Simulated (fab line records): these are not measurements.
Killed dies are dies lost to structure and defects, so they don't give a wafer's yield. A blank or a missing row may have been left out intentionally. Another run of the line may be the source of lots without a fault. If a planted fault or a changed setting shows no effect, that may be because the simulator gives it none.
Split-lot study :: flow rit-cmos :: on a route of 202 steps: 5 lots, 23 wafers read

== ON THE SPLIT ==
At RIT_M1_METAL_ETCH_12 (etches Al in Cl2/BCl3, stops on SiO2, time 165 s, target depth 600 nm), the setting rf-w was moved away from the recipe's 250 W on 9 of the 23 wafers read, by -11.7% to +8.8%. For the rest of the wafers, this setting stayed at what the recipe calls for.

The reading is taken at the split's own step.

== THE READING ==
NOVOLAK_of_M1_COAT_04.thk-nm (the simulator's own value, which no gauge read), in nm, at RIT_M1_METAL_ETCH_12 (etches Al in Cl2/BCl3, stops on SiO2, time 165 s, target depth 600 nm). The file gives no usual value for it. Here, 14 wafers ran the recipe; their average is 796.7 nm with a standard deviation of 7.8 nm.

wafer: L077.1
tool, chamber at the split: rie-metal-04, 0
rf-w as run, W: 250
against the recipe: recipe
NOVOLAK_of_M1_COAT_04.thk-nm, nm: 790.4
against lot-mates on the recipe: -

wafer: L077.3
tool, chamber at the split: rie-metal-04, 1
rf-w as run, W: 250
against the recipe: recipe
NOVOLAK_of_M1_COAT_04.thk-nm, nm: 788.9
against lot-mates on the recipe: -

wafer: L077.4
tool, chamber at the split: rie-metal-04, 0
rf-w as run, W: 250
against the recipe: recipe
NOVOLAK_of_M1_COAT_04.thk-nm, nm: 788.4
against lot-mates on the recipe: -

wafer: L077.5
tool, chamber at the split: rie-metal-04, 0
rf-w as run, W: 250
against the recipe: recipe
NOVOLAK_of_M1_COAT_04.thk-nm, nm: 788.2
against lot-mates on the recipe: -

wafer: L077.6
tool, chamber at the split: rie-metal-04, 1
rf-w as run, W: 250
against the recipe: recipe
NOVOLAK_of_M1_COAT_04.thk-nm, nm: 796.3
against lot-mates on the recipe: -

wafer: L080.1
tool, chamber at the split: rie-metal-04, 1
rf-w as run, W: 250
against the recipe: recipe
NOVOLAK_of_M1_COAT_04.thk-nm, nm: 795
against lot-mates on the recipe: -

wafer: L080.2
tool, chamber at the split: rie-metal-04, 0
rf-w as run, W: 272
against the recipe: +8.8%
NOVOLAK_of_M1_COAT_04.thk-nm, nm: 762.6
against lot-mates on the recipe: -32.6

wafer: L080.4
tool, chamber at the split: rie-metal-04, 1
rf-w as run, W: 250
against the recipe: recipe
NOVOLAK_of_M1_COAT_04.thk-nm, nm: 795.5
against lot-mates on the recipe: -

wafer: L080.5
tool, chamber at the split: rie-metal-04, 1
rf-w as run, W: 272
against the recipe: +8.8%
NOVOLAK_of_M1_COAT_04.thk-nm, nm: 764.7
against lot-mates on the recipe: -30.5

wafer: L080.6
tool, chamber at the split: rie-metal-04, 0
rf-w as run, W: 272
against the recipe: +8.8%
NOVOLAK_of_M1_COAT_04.thk-nm, nm: 763
against lot-mates on the recipe: -32.2

wafer: L082.1
tool, chamber at the split: rie-metal-03, 1
rf-w as run, W: 250
against the recipe: recipe
NOVOLAK_of_M1_COAT_04.thk-nm, nm: 793.3
against lot-mates on the recipe: -

wafer: L082.3
tool, chamber at the split: rie-metal-03, 1
rf-w as run, W: 250
against the recipe: recipe
NOVOLAK_of_M1_COAT_04.thk-nm, nm: 792.4
against lot-mates on the recipe: -

wafer: L082.6
tool, chamber at the split: rie-metal-03, 1
rf-w as run, W: 250
against the recipe: recipe
NOVOLAK_of_M1_COAT_04.thk-nm, nm: 794.2
against lot-mates on the recipe: -

wafer: L084.1
tool, chamber at the split: rie-metal-01, 1
rf-w as run, W: 250
against the recipe: recipe
NOVOLAK_of_M1_COAT_04.thk-nm, nm: 812.2
against lot-mates on the recipe: -

wafer: L084.2
tool, chamber at the split: rie-metal-01, 0
rf-w as run, W: 220.8
against the recipe: -11.7%
NOVOLAK_of_M1_COAT_04.thk-nm, nm: 841.2
against lot-mates on the recipe: +34.0

wafer: L084.3
tool, chamber at the split: rie-metal-01, 0
rf-w as run, W: 220.8
against the recipe: -11.7%
NOVOLAK_of_M1_COAT_04.thk-nm, nm: 838.2
against lot-mates on the recipe: +31.0

wafer: L084.4
tool, chamber at the split: rie-metal-01, 1
rf-w as run, W: 220.8
against the recipe: -11.7%
NOVOLAK_of_M1_COAT_04.thk-nm, nm: 851.9
against lot-mates on the recipe: +44.7

wafer: L084.6
tool, chamber at the split: rie-metal-01, 0
rf-w as run, W: 250
against the recipe: recipe
NOVOLAK_of_M1_COAT_04.thk-nm, nm: 802.1
against lot-mates on the recipe: -

wafer: L085.1
tool, chamber at the split: rie-metal-03, 1
rf-w as run, W: 229.9
against the recipe: -8.0%
NOVOLAK_of_M1_COAT_04.thk-nm, nm: 830.6
against lot-mates on the recipe: +22.0

wafer: L085.3
tool, chamber at the split: rie-metal-03, 0
rf-w as run, W: 229.9
against the recipe: -8.0%
NOVOLAK_of_M1_COAT_04.thk-nm, nm: 838
against lot-mates on the recipe: +29.4

wafer: L085.4
tool, chamber at the split: rie-metal-03, 1
rf-w as run, W: 250
against the recipe: recipe
NOVOLAK_of_M1_COAT_04.thk-nm, nm: 806.2
against lot-mates on the recipe: -

wafer: L085.5
tool, chamber at the split: rie-metal-03, 1
rf-w as run, W: 229.9
against the recipe: -8.0%
NOVOLAK_of_M1_COAT_04.thk-nm, nm: 830.2
against lot-mates on the recipe: +21.6

wafer: L085.6
tool, chamber at the split: rie-metal-03, 0
rf-w as run, W: 250
against the recipe: recipe
NOVOLAK_of_M1_COAT_04.thk-nm, nm: 811
against lot-mates on the recipe: -

FIT RESULTS
A straight line over all 23 wafers: NOVOLAK_of_M1_COAT_04.thk-nm changes by -4.04 nm for each +1% of rf-w; r = -0.96; the points scatter about the line by 7 nm.
The same after taking each lot's own level away (the mean of its wafers on the recipe; 23 wafers): -3.28 nm for each +1%; r = -0.98; scatter 3.7 nm.
That fit puts the effect of the largest move of rf-w on the reading at 38 nm.
The span of the lots' own levels, 790.44 to 808.60 nm, comes to 2.3 times the standard deviation stated above.
So the slope is not independent of the lot-to-lot level: the two fits are not the same.
Check: +38.1 nm against its lot-mates is what the line predicts for one of the wafers moved furthest among these (-11.7%) when that wafer is left out of the fit. It came out at +34 nm against them.

== THE OTHER SPLITS THESE WAFERS WENT THROUGH ==
Other splits were also applied to these wafers ahead of the reading. Each is held against what the fit with the lots' levels taken away leaves over:
other split on the same wafers: RIT_PSD_IMPLANT_08 dose-cm2
wafers away from the commonest value: 7
r with NOVOLAK_of_M1_COAT_04.thk-nm (lot level and that fit taken away): -0.33

other split on the same wafers: RIT_SILICIDE_SPUTTER_01 power-w
wafers away from the commonest value: 6
r with NOVOLAK_of_M1_COAT_04.thk-nm (lot level and that fit taken away): +0.01

other split on the same wafers: RIT_CONTACT_COAT_03 resist-thk-nm
wafers away from the commonest value: 8
r with NOVOLAK_of_M1_COAT_04.thk-nm (lot level and that fit taken away): -0.05

other split on the same wafers: RIT_CONTACT_EXPOSE_05 dose-mj
wafers away from the commonest value: 8
r with NOVOLAK_of_M1_COAT_04.thk-nm (lot level and that fit taken away): +0.26

other split on the same wafers: RIT_M1_EXPOSE_06 dose-mj
wafers away from the commonest value: 9
r with NOVOLAK_of_M1_COAT_04.thk-nm (lot level and that fit taken away): -0.10

== THE FILE'S OWN FIT ==
NOVOLAK_of_M1_COAT_04.thk-nm changes by -3.24 nm for each +1% of rf-w, r = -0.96.
